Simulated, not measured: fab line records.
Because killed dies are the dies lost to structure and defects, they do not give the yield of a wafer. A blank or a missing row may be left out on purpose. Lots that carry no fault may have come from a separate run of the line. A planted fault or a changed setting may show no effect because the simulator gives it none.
Which of the tools did it? || flow rit-cmos || route of 202 steps, sampled at 1 step: 14 lots, 42 wafers

== WHAT THE GAUGES READ, wafer by wafer ==
The record holds no reading of a measuring or inspecting step that can be judged against a usual standard deviation.

== WHICH TOOL RAN EACH LOT (tool, then ch and the chambers of the sampled wafers, then the start) ==
{"lot": "L160", "RIT_PSD_HARDBAKE_07": "litho-track-04 ch 0, day 3 04:19"}
{"lot": "L161", "RIT_PSD_HARDBAKE_07": "litho-track-03 ch 0, day 3 06:21"}
{"lot": "L162", "RIT_PSD_HARDBAKE_07": "litho-track-03 ch 0, day 3 15:43"}
{"lot": "L163", "RIT_PSD_HARDBAKE_07": "litho-track-04 ch 0, day 3 17:13"}
{"lot": "L164", "RIT_PSD_HARDBAKE_07": "litho-track-03 ch 0, day 3 21:10"}
{"lot": "L165", "RIT_PSD_HARDBAKE_07": "litho-track-02 ch 0, day 4 05:02"}
{"lot": "L166", "RIT_PSD_HARDBAKE_07": "litho-track-03 ch 0, day 4 08:07"}
{"lot": "L167", "RIT_PSD_HARDBAKE_07": "litho-track-03 ch 0, day 4 12:19"}
{"lot": "L168", "RIT_PSD_HARDBAKE_07": "litho-track-04 ch 0, day 4 18:43"}
{"lot": "L169", "RIT_PSD_HARDBAKE_07": "litho-track-04 ch 0, day 4 21:45"}
{"lot": "L170", "RIT_PSD_HARDBAKE_07": "litho-track-02 ch 0, day 5 02:01"}
{"lot": "L171", "RIT_PSD_HARDBAKE_07": "litho-track-03 ch 0, day 5 11:23"}
{"lot": "L178", "RIT_PSD_HARDBAKE_07": "litho-track-04 ch 0, day 7 00:10"}
{"lot": "L181", "RIT_PSD_HARDBAKE_07": "litho-track-04 ch 0, day 7 09:50"}
- RIT_PSD_HARDBAKE_07: time 60 s.

== AS READ BY THE TOOLS THEMSELVES (means over the sampled wafers that have a number; for cases with no such wafer, the mark the record gives instead) ==
RIT_PSD_HARDBAKE_07. Usual: exhaust-pa 45.3 Pa, standard deviation 0.94; heater-power-total-W 62.54 W, standard deviation 0.045; plate-temp-C 139.98 C, standard deviation 0.16.
{"lot": "L160", "tool": "litho-track-04", "exhaust-pa (Pa)": 44.9, "heater-power-total-W (W)": 62.58, "plate-temp-C (C)": 140.24, "flag": ""}
{"lot": "L161", "tool": "litho-track-03", "exhaust-pa (Pa)": 43.8, "heater-power-total-W (W)": 62.59, "plate-temp-C (C)": 140.04, "flag": ""}
{"lot": "L162", "tool": "litho-track-03", "exhaust-pa (Pa)": 45.4, "heater-power-total-W (W)": 62.55, "plate-temp-C (C)": 139.98, "flag": ""}
{"lot": "L163", "tool": "litho-track-04", "exhaust-pa (Pa)": 45.1, "heater-power-total-W (W)": 62.54, "plate-temp-C (C)": 140.13, "flag": ""}
{"lot": "L164", "tool": "litho-track-03", "exhaust-pa (Pa)": 46.8, "heater-power-total-W (W)": 62.57, "plate-temp-C (C)": 139.88, "flag": ""}
{"lot": "L165", "tool": "litho-track-02", "exhaust-pa (Pa)": 46.8, "heater-power-total-W (W)": 62.56, "plate-temp-C (C)": 139.81, "flag": ""}
{"lot": "L166", "tool": "litho-track-03", "exhaust-pa (Pa)": 45.9, "heater-power-total-W (W)": 62.53, "plate-temp-C (C)": 140.08, "flag": ""}
{"lot": "L167", "tool": "litho-track-03", "exhaust-pa (Pa)": 44.9, "heater-power-total-W (W)": 62.55, "plate-temp-C (C)": 140.31, "flag": ""}
{"lot": "L168", "tool": "litho-track-04", "exhaust-pa (Pa)": 45.1, "heater-power-total-W (W)": 62.55, "plate-temp-C (C)": 139.74, "flag": ""}
{"lot": "L169", "tool": "litho-track-04", "exhaust-pa (Pa)": 44.2, "heater-power-total-W (W)": 62.55, "plate-temp-C (C)": 139.94, "flag": ""}
{"lot": "L170", "tool": "litho-track-02", "exhaust-pa (Pa)": 45.9, "heater-power-total-W (W)": 62.52, "plate-temp-C (C)": 139.88, "flag": ""}
{"lot": "L171", "tool": "litho-track-03", "exhaust-pa (Pa)": 45.1, "heater-power-total-W (W)": 62.53, "plate-temp-C (C)": 139.87, "flag": ""}
{"lot": "L178", "tool": "litho-track-04", "exhaust-pa (Pa)": 45.7, "heater-power-total-W (W)": 61.74, "plate-temp-C (C)": 138.50, "flag": "OFF"}
{"lot": "L181", "tool": "litho-track-04", "exhaust-pa (Pa)": 45.4, "heater-power-total-W (W)": 61.78, "plate-temp-C (C)": 138.35, "flag": "OFF"}

== THE ANSWER, worked out from the rows above alone ==
Rule: take the mean of a lot's wafers that have a number; if it is more than 3 standard deviations from the usual mean, the lot is off. Also off: a lot with no number at a reading for which 4 or more lots have one. All remaining lots with rows at the step are treated as sound. After the gauges, taken in route order, come the tools' own readings; for these a lot's mean is taken, as printed above. At the first step where some lot is off, the reading lying furthest off is the one used; lots without a number count as furthest.
Off: L178, L181, at RIT_PSD_HARDBAKE_07 (heater-power-total-W).
If a tool, at that step or one of the process steps before it, ran each lot that is off and ran no sound lot following the first of them, it fits. One fits: litho-track-04 at RIT_PSD_HARDBAKE_07. A fault onset in the window from L169 (day 4 21:45, its last sound lot) to L178 (day 7 00:10, its first lot off) fits.
The tool's own readings at RIT_PSD_HARDBAKE_07 bear it out: on the lots that are off they differ by more than 5 times the standard deviation of the sound lots' means. heater-power-total-W reads 61.76 W there against 62.55 W on the sound lots; plate-temp-C reads 138.43 C there against 139.99 C on the sound lots.

== WHAT WAS PUT IN BY THE SIMULATOR ==
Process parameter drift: litho-track-04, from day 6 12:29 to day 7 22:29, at RIT_PSD_HARDBAKE_07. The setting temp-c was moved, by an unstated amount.
Struck lots among those shown: L178, L181. The rule given above showed the same thing.
